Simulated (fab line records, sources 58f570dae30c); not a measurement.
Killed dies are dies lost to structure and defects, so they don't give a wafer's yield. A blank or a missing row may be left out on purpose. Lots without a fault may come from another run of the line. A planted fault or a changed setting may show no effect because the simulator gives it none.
Split-lot experiment | flow berkeley_cmos170 | 5 lots, 23 wafers read, on a route of 331 steps

THE SPLIT
At UCB170_ZERO_COAT_01 (resist thk 900 nm), the setting spin_rpm was moved away from the recipe's 1500 rpm on 10 of the 23 wafers read, by -6.4% to +7.1%. The other wafers ran this setting at the recipe's value.

The reading is taken at the split's own step.

THE READING
KrF_of_ZERO_COAT_01.thk_nm (the simulator's own value, which no gauge read), in nm, at UCB170_ZERO_COAT_01 (resist thk 900 nm). The file gives no usual value for it. The 13 wafers here that ran the recipe average 898.8 nm, standard deviation 2.2 nm.

wafer  | tool, chamber at the split | spin_rpm as run, rpm | against the recipe | KrF_of_ZERO_COAT_01.thk_nm, nm | against lot-mates on the recipe
L074.1 | litho_track-02, 0          | 1544                 | +2.9%              | 885.9                          | -11.1
L074.2 | litho_track-02, 0          | 1500                 | recipe             | 895.9                          | -
L074.3 | litho_track-02, 0          | 1500                 | recipe             | 898.2                          | -
L074.4 | litho_track-02, 0          | 1544                 | +2.9%              | 884.3                          | -12.8
L074.5 | litho_track-02, 0          | 1544                 | +2.9%              | 884.5                          | -12.5
L078.1 | litho_track-02, 0          | 1593                 | +6.2%              | 872.1                          | -29.2
L078.2 | litho_track-02, 0          | 1593                 | +6.2%              | 876.5                          | -24.8
L078.3 | litho_track-02, 0          | 1500                 | recipe             | 902.5                          | -
L078.5 | litho_track-02, 0          | 1500                 | recipe             | 901.2                          | -
L078.6 | litho_track-02, 0          | 1500                 | recipe             | 900.3                          | -
L079.1 | litho_track-02, 0          | 1500                 | recipe             | 898.8                          | -
L079.5 | litho_track-02, 0          | 1500                 | recipe             | 901.4                          | -
L079.6 | litho_track-02, 0          | 1500                 | recipe             | 897.4                          | -
L084.1 | litho_track-02, 0          | 1500                 | recipe             | 895.9                          | -
L084.2 | litho_track-02, 0          | 1607                 | +7.1%              | 867.4                          | -29.4
L084.3 | litho_track-02, 0          | 1607                 | +7.1%              | 866.2                          | -30.6
L084.4 | litho_track-02, 0          | 1500                 | recipe             | 897.7                          | -
L084.6 | litho_track-02, 0          | 1607                 | +7.1%              | 867.6                          | -29.2
L085.1 | litho_track-04, 0          | 1404                 | -6.4%              | 928.1                          | +29.7
L085.2 | litho_track-04, 0          | 1404                 | -6.4%              | 929.5                          | +31.1
L085.3 | litho_track-04, 0          | 1500                 | recipe             | 899.1                          | -
L085.5 | litho_track-04, 0          | 1500                 | recipe             | 900.9                          | -
L085.6 | litho_track-04, 0          | 1500                 | recipe             | 895.3                          | -

THE FIT
A straight line over all 23 wafers: KrF_of_ZERO_COAT_01.thk_nm changes by -4.44 nm for each +1% of spin_rpm; r = -0.99; the points scatter about the line by 2.2 nm.
The same after taking each lot's own level away (the mean of its wafers on the recipe; 23 wafers): -4.4 nm for each +1%; r = -1.00; scatter 1.7 nm.
On that fit, the largest move of spin_rpm shifts the reading by 31 nm.
The lots' own levels span 896.80 to 901.33 nm, that is 2.0 times the standard deviation above.
So the lot-to-lot level changes the slope little: the two slopes agree.
Check: with one of the wafers moved furthest among these (+7.1%) left out of the fit, the line predicts -31.1 nm for it against its lot-mates. It came out at -29.4 nm against them.

OTHER SPLITS ON THESE WAFERS
These wafers also went through other splits before the reading. Each is held against what the fit with the lots' levels taken away leaves over:
other split on the same wafers   | wafers away from the commonest value | r with KrF_of_ZERO_COAT_01.thk_nm (lot level and that fit taken away)
UCB170_START_OXIDATION_02 temp_c | 15                                   | +0.14

THE WHOLE CHAIN: every reading that the file lists as answering this split, in the file's order
step                 | what it does      | reading                                                                     | change (the file's fit)              | r (the file's)
UCB170_ZERO_COAT_01  | resist thk 900 nm | KrF_of_ZERO_COAT_01.thk_nm (the simulator's own value, which no gauge read) | -4.39 nm for each +1% of the setting | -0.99
UCB170_ZERO_STRIP_07 | strips in O2      | strip_time_to_endpoint_s                                                    | withheld for each +1% of the setting | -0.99

THE FILE'S OWN FIT
KrF_of_ZERO_COAT_01.thk_nm changes by -4.39 nm for each +1% of spin_rpm, r = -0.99.
